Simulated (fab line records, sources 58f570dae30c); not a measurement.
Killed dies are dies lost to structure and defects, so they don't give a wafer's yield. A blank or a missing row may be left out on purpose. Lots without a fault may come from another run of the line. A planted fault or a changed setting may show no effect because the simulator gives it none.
Which tool did it? | flow berkeley_cmos170 | 7 lots, 21 wafers sampled, at 1 step of a route of 331

WHAT THE GAUGES READ, wafer by wafer
UCB170_SCREENOX_THK_MEAS_02.
lot  | measured     | on            | SCREENOX_OXIDE_THK (nm)
L847 | day 6 13:04  | film_metro-01 | 13.77 14.08 14.26
L848 | day 6 13:07  | film_metro-03 | 14.79 14.75 14.77
L849 | day 7 19:56  | film_metro-01 | 14.49 14.24 14.24
L856 | day 8 14:24  | film_metro-03 | 14.84 14.49 14.59
L858 | day 9 09:02  | film_metro-02 | 14.70 14.68 14.71
L861 | day 9 17:27  | film_metro-02 | 14.26 14.15 14.00
L865 | day 10 22:14 | film_metro-02 | 14.49 14.38 14.29

WHICH TOOL RAN EACH LOT (tool, then ch and the chambers of the sampled wafers, then the start)
The record holds no process step before these readings.

THE ANSWER, worked out from the rows above alone
Rule: what is usual is taken from the lots themselves. Put in order of their means at a reading, lots are off if they are a third of the lots or fewer, leave a main group of 4 or more, and stand apart from it by a gap of 3 or more times the standard deviation of the main group's means; of several such gaps the widest counts. A main group whose means are all the same, to the digits that the tables above print for the reading, isn't used. A lot without any number at a reading at which 4 lots or more have one is off too. The other lots that the step has rows for count as sound.
No lot is off at any reading shown: from this, nothing can be told.

WHAT THE SIMULATOR HAD PUT IN
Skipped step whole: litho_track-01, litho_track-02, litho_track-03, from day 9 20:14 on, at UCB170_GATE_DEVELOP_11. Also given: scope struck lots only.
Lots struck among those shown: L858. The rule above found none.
